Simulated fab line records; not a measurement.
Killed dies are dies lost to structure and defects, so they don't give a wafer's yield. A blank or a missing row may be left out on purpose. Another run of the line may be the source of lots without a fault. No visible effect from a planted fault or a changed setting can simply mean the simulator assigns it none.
Which tool did it? | flow berkeley_cmos170 | 15 lots with 45 wafers sampled at 6 steps, on a route of 331 steps

== WHAT THE GAUGES SHOWED, per wafer ==
UCB170_WELLDRIVE_THK_MEAS_02.
lot  | measured    | on            | WELLDRIVE_OXIDE_THK (nm)
L698 | day 4 17:14 | film_metro-04 | 209 204 205
L697 | day 4 17:15 | film_metro-02 | 198 199 199
L700 | day 5 01:07 | film_metro-02 | 202 205 203
L701 | day 5 08:42 | film_metro-04 | 208 203 206
L703 | day 5 17:07 | film_metro-02 | 199 199 197
L704 | day 5 17:07 | film_metro-03 | 198 200 198
L702 | day 5 17:08 | film_metro-04 | 197 197 202
L706 | day 6 01:49 | film_metro-03 | 196 195 199
L711 | day 7 07:33 | film_metro-04 | 195 195 196
L712 | day 7 13:11 | film_metro-04 | 198 199 201
L714 | day 8 01:11 | film_metro-02 | 194 198 199
L715 | day 8 12:52 | film_metro-03 | 195 199 200
L716 | day 8 12:52 | film_metro-02 | 202 201 203
L717 | day 8 12:52 | film_metro-04 | 203 204 199
L718 | day 8 12:56 | film_metro-03 | 200 205 206

UCB170_PLDD_OVL_MEAS_07.
lot  | measured     | on         | PLDD_OVL (nm)
L698 | day 8 04:03  | overlay-01 | 11 6 11
L697 | day 8 03:57  | overlay-02 | 11 -1 5
L700 | day 8 12:59  | overlay-01 | 6 7 4
L701 | day 9 00:18  | overlay-01 | 6 2 6
L703 | day 9 05:43  | overlay-02 | 11 5 9
L704 | day 9 05:48  | overlay-01 | -2 -10 -6
L702 | day 9 05:53  | overlay-02 | 13 10 6
L706 | day 9 17:13  | overlay-02 | 9 -4 5
L711 | day 10 11:19 | overlay-01 | -7 -1 -11
L712 | day 10 10:28 | overlay-02 | 10 12 4
L714 | day 10 22:33 | overlay-02 | 2 2 5
L715 | day 11 17:06 | overlay-02 | 5 1 5
L716 | day 11 18:22 | overlay-01 | -4 -1 1
L717 | day 11 17:53 | overlay-01 | 3 5 2
L718 | day 11 19:23 | overlay-01 | -3 2 -4

UCB170_PSD_OVL_MEAS_07.
lot  | measured     | on         | PSD_OVL (nm)
L698 | day 8 16:10  | overlay-01 | 6 -1 4
L697 | day 8 15:53  | overlay-02 | 0 0 2
L700 | day 8 23:26  | overlay-01 | 7 4 5
L701 | day 9 10:16  | overlay-02 | 2 8 7
L703 | day 9 14:41  | overlay-02 | 0 -8 -3
L704 | day 9 15:36  | overlay-01 | 0 1 -5
L702 | day 9 16:15  | overlay-01 | -4 -12 -2
L706 | day 10 03:37 | overlay-01 | -3 -7 -2
L711 | day 11 01:01 | overlay-01 | -5 2 -4
L712 | day 10 18:52 | overlay-02 | 2 4 -2
L714 | day 11 10:13 | overlay-01 | -9 6 0
L715 | day 12 09:11 | overlay-02 | -2 1 -2
L716 | day 12 09:18 | overlay-01 | 0 0 -2
L717 | day 12 09:02 | overlay-01 | 0 3 0
L718 | day 12 09:26 | overlay-02 | 3 1 -3

UCB170_PSD_TW_MEAS_10.
lot  | measured     | on            | PSD_TW
L698 | day 8 16:27  | film_metro-01 | 2323 2323 2327
L697 | day 8 16:11  | film_metro-01 | 2308 2310 2327
L700 | day 8 23:44  | film_metro-03 | 2290 2287 2289
L701 | day 9 10:34  | film_metro-01 | 2306 2304 2313
L703 | day 9 14:58  | film_metro-03 | 2290 2306 2309
L704 | day 9 15:53  | film_metro-02 | 30 30 30
L702 | day 9 16:33  | film_metro-01 | 30 30 29
L706 | day 10 03:54 | film_metro-02 | 30 30 30
L711 | day 11 01:21 | film_metro-03 | 2292 2289 2290
L712 | day 10 19:10 | film_metro-02 | 2350 2340 2358
L714 | day 11 10:30 | film_metro-02 | 2343 2350 2354
L715 | day 12 09:28 | film_metro-01 | 2292 2308 2314
L716 | day 12 09:35 | film_metro-02 | 2331 2352 2347
L717 | day 12 09:20 | film_metro-03 | 2289 2278 2274
L718 | day 12 09:44 | film_metro-03 | 2276 2275 2272

== WHICH TOOL RAN EACH LOT (tool, then ch and the chambers of the sampled wafers, then the start) ==
lot  | UCB170_NLDD_STRIP_10                 | UCB170_PSD_STRIP_09
L698 | plasma_asher-01 ch 0,1, day 8 08:00  | plasma_asher-04 ch 0,1, day 8 16:21
L697 | plasma_asher-03 ch 0,1, day 8 07:44  | plasma_asher-02 ch 0, day 8 16:04
L700 | plasma_asher-02 ch 0,1, day 8 15:07  | plasma_asher-04 ch 0,1, day 8 23:38
L701 | plasma_asher-02 ch 0,1, day 9 02:56  | plasma_asher-04 ch 1, day 9 10:27
L703 | plasma_asher-03 ch 0,1, day 9 08:10  | plasma_asher-02 ch 0,1, day 9 14:52
L704 | plasma_asher-01 ch 0,1, day 9 08:44  | plasma_asher-02 ch 0,1, day 9 15:47
L702 | plasma_asher-01 ch 0,1, day 9 09:20  | plasma_asher-04 ch 0,1, day 9 16:27
L706 | plasma_asher-03 ch 0,1, day 9 21:01  | plasma_asher-03 ch 0, day 10 03:47
L711 | plasma_asher-01 ch 0,1, day 10 17:12 | plasma_asher-02 ch 0,1, day 11 01:12
L712 | plasma_asher-01 ch 0,1, day 10 12:26 | plasma_asher-04 ch 0,1, day 10 19:03
L714 | plasma_asher-03 ch 0,1, day 11 02:04 | plasma_asher-03 ch 0,1, day 11 10:25
L715 | plasma_asher-02 ch 0,1, day 11 20:53 | plasma_asher-03 ch 0,1, day 12 09:22
L716 | plasma_asher-03 ch 0,1, day 11 21:43 | plasma_asher-02 ch 0,1, day 12 09:29
L717 | plasma_asher-03 ch 0,1, day 11 21:26 | plasma_asher-04 ch 0,1, day 12 09:14
L718 | plasma_asher-02 ch 0,1, day 11 22:15 | plasma_asher-04 ch 0,1, day 12 09:37
- UCB170_NLDD_STRIP_10: strips in O2.
- UCB170_PSD_STRIP_09: strips in O2.

== WHAT THE TOOLS THEMSELVES READ (means of the sampled wafers that have a number; where no wafer has one, the mark that the record gives instead) ==
UCB170_NLDD_STRIP_10.
lot  | tool            | chamber_pressure_mTorr (mTorr) | drypump_motor_current_A (A) | oes_product_au (a.u.) | strip_time_to_endpoint_s (s)
L698 | plasma_asher-01 | 3499                           | 6.2                         | 0.733                 | 21.61
L697 | plasma_asher-03 | 3500                           | 6.3                         | 0.731                 | 21.65
L700 | plasma_asher-02 | 3500                           | 5.2                         | 0.733                 | 21.73
L701 | plasma_asher-02 | 3499                           | 5.2                         | 0.734                 | 21.68
L703 | plasma_asher-03 | 3500                           | 5.9                         | 0.740                 | 21.52
L704 | plasma_asher-01 | -                              | -                           | -                     | -
L702 | plasma_asher-01 | -                              | -                           | -                     | -
L706 | plasma_asher-03 | -                              | -                           | -                     | -
L711 | plasma_asher-01 | 3499                           | 6.2                         | 0.737                 | 21.53
L712 | plasma_asher-01 | 3500                           | 6.2                         | 0.735                 | 21.67
L714 | plasma_asher-03 | 3501                           | 6.3                         | 0.733                 | 21.51
L715 | plasma_asher-02 | 3496                           | 5.2                         | 0.731                 | 21.63
L716 | plasma_asher-03 | 3499                           | 6.3                         | 0.734                 | 21.66
L717 | plasma_asher-03 | 3499                           | 5.8                         | 0.735                 | 21.54
L718 | plasma_asher-02 | 3500                           | 5.4                         | 0.730                 | 21.62

UCB170_PSD_STRIP_09.
lot  | tool            | chamber_pressure_mTorr (mTorr) | drypump_motor_current_A (A) | oes_product_au (a.u.) | strip_time_to_endpoint_s (s)
L698 | plasma_asher-04 | 3498                           | 5.4                         | 0.605                 | 29.46
L697 | plasma_asher-02 | 3501                           | 4.9                         | 0.602                 | 29.25
L700 | plasma_asher-04 | 3500                           | 5.4                         | 0.594                 | 29.46
L701 | plasma_asher-04 | 3500                           | 5.8                         | 0.601                 | 29.39
L703 | plasma_asher-02 | 3502                           | 5.4                         | 0.603                 | 29.49
L704 | plasma_asher-02 | 3502                           | 5.4                         | 0.668                 | 55.72
L702 | plasma_asher-04 | 3500                           | 5.6                         | 0.672                 | 55.66
L706 | plasma_asher-03 | 3498                           | 6.7                         | 0.666                 | 55.78
L711 | plasma_asher-02 | 3499                           | 5.4                         | 0.604                 | 29.32
L712 | plasma_asher-04 | 3504                           | 5.6                         | 0.603                 | 29.29
L714 | plasma_asher-03 | 3502                           | 6.3                         | 0.604                 | 29.38
L715 | plasma_asher-03 | 3501                           | 6.3                         | 0.601                 | 29.35
L716 | plasma_asher-02 | 3501                           | 5.4                         | 0.603                 | 29.34
L717 | plasma_asher-04 | 3501                           | 5.4                         | 0.599                 | 29.37
L718 | plasma_asher-04 | 3495                           | 5.3                         | 0.594                 | 29.31

== THE ANSWER, worked out from the rows above alone ==
Rule: what is usual is taken from the lots themselves. The widest of any qualifying gaps counts: lots, ordered by their means at a reading, are off when they make up no more than a third of the lots, leave a main group of 4 or more, and stand apart from it by 3 or more times the standard deviation of that group's means. Not used: any main group whose means are identical at the precision the tables above print for the reading. Also off: a lot with no number at a reading for which 4 or more lots have one. Any other lot the step has rows for is counted as sound. After the gauges, taken in route order, come the tools' own readings; for these a lot's mean is taken, as printed above. The first step at which some lot is off is used, and at that step the reading that is off furthest; a lot without a number counts as furthest.
Off: L704, L702, L706, at UCB170_PSD_TW_MEAS_10 (PSD_TW). Main group: mean 2311, sd 25.
A tool fits if, at a process step before that reading, it ran every lot that is off, and no sound lot after the first of them. Not tried: the gauges at UCB170_PSD_TW_MEAS_10; whatever is off there is also off at UCB170_NLDD_STRIP_10, on other tools, and gauge error can't account for it. Of those tried, none fits.

== WHAT HAD BEEN PUT IN BY THE SIMULATOR ==
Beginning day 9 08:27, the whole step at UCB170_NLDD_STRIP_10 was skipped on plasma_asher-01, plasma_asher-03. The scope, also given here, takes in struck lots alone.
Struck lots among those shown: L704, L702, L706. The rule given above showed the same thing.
